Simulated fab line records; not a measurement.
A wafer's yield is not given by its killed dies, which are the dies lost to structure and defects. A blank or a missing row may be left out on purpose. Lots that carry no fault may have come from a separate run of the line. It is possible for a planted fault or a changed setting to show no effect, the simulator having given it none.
Problem report, 8D (eight disciplines) form, completed by code	flow berkeley-cmos170	the parts of the form that need people (team, actions taken, sign-off) are left out

== 1. PROBLEM STATEMENT ==
Across 2 wafers from 2 lots, V1_POLISHED_THK at UCB170_V1_THK_MEAS_04 averages 949.1 nm, while fault-free wafers read 999.9 nm with a standard deviation of 1.1. That is -46 standard deviations from the usual mean.
Earliest sighting: wafer L789.6 on film-metro-01 at day 10 02:04. The record holds 40 wafers of 14 lots with a number at this step. The rule behind "out" and "out of limits": a value lying over 4 standard deviations away from the usual mean. Any other wafer with a number is counted as sound.

== 2. WHAT IT IS, WHAT IT ISN'T ==
question	is	is not
which readings at this step	V1_POLISHED_THK	-
which lots	L789, L790	L777, L778, L779, L781, L782, L784, L785, L787, L795, L796, L797, L799
which wafers of those lots	L789.6, L790.1	L790.2, L790.6
read on which gauges	film-metro-01, film-metro-02	film-metro-04
when	from day 10 02:04	up to then (24 sound wafers); but 14 sound wafers of L790, L795, L796, L797, L799 came after

== 3. SUSPECTS, AND WHAT RULES EACH OUT ==
Counting: any tool at a process step up to the reading remains a suspect provided it ran every lot that is out. Sound lots after the first of them don't rule it out here, since some wafers of a struck lot are sound.
- the gauge at UCB170_V1_THK_MEAS_04 is ruled out. 2 gauges (film-metro-01, film-metro-02) read the wafers that are out.
- plasma-asher-04 at UCB170_CONTACT_STRIP_06 (strips in O2): kept. It ran every lot that is out, first L789 (day 9 16:31); its last sound lot up to then is L781 (day 8 08:52).
- pecvd-02 at UCB170_V1_CVD_00 (deposits SiO2 from TEOS/O2, target thk 2000 nm, time 250 s): kept. It ran every lot that is out, first L789 (day 10 01:28); its last sound lot up to then is L787 (day 9 15:22).
- Within pecvd-02 at UCB170_V1_CVD_00, the wafers that are out were processed in chamber 2 and their sound lot-mates in chamber 1.
What counting leaves: plasma-asher-04 at UCB170_CONTACT_STRIP_06 and pecvd-02 at UCB170_V1_CVD_00.

== 4. THE CAUSE (what the simulator had put in) ==
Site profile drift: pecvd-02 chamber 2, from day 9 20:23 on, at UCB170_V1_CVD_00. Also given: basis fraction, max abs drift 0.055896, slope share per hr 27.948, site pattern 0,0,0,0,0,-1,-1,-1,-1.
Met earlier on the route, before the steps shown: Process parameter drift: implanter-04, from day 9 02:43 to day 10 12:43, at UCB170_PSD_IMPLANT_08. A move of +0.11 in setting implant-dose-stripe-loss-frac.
This tool is one of the 2 suspects left after counting.

== 5. SEQUENCE OF EFFECTS, ordered by route ==
One row per reading whose mean, taken over the struck wafers that have a number, lies over 3 standard deviations from the usual. Only readings for which the record gives a usual standard deviation are gone through. hours: the time from each lot's start at the first step in this table that gives one to its start at this step, as a median over the lots. sigmas: the change in usual standard deviations.
hours	step	reading	usual	on struck wafers	change	sigmas
0	UCB170_V1_THK_MEAS_04	V1_POLISHED_THK	999.9 nm	949.1	-50.8	-46
2	UCB170_V1_ETCH_14	oes-product-au	0.875 a.u.	0.837	-0.038	-3.5
Process steps it contains:
- UCB170_V1_ETCH_14: etches SiO2 in CHF3/CF4/Ar, stops on Al, target depth 1250 nm, time 291 s.
Later measuring or inspecting steps at which every struck wafer that the step has a row for has a number for every such reading, and none has moved that far: UCB170_V1_CD_MEAS_90.

== 6. HOW IT WOULD HAVE BEEN CAUGHT EARLIER ==
6 hours passed between the start of the fault at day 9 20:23 and the first reading out of limits at a measuring or inspecting step in this record, taken at day 10 02:04.
An alarm limit of 4 standard deviations would not have fired on the tool readings at UCB170_V1_CVD_00 for which the record gives a usual standard deviation, since none of them was out on any struck wafer.
Lots out: 2; of these, L790 started UCB170_V1_CVD_00 on pecvd-02 after day 10 02:04. It would have been spared by a hold on the tool at that moment.
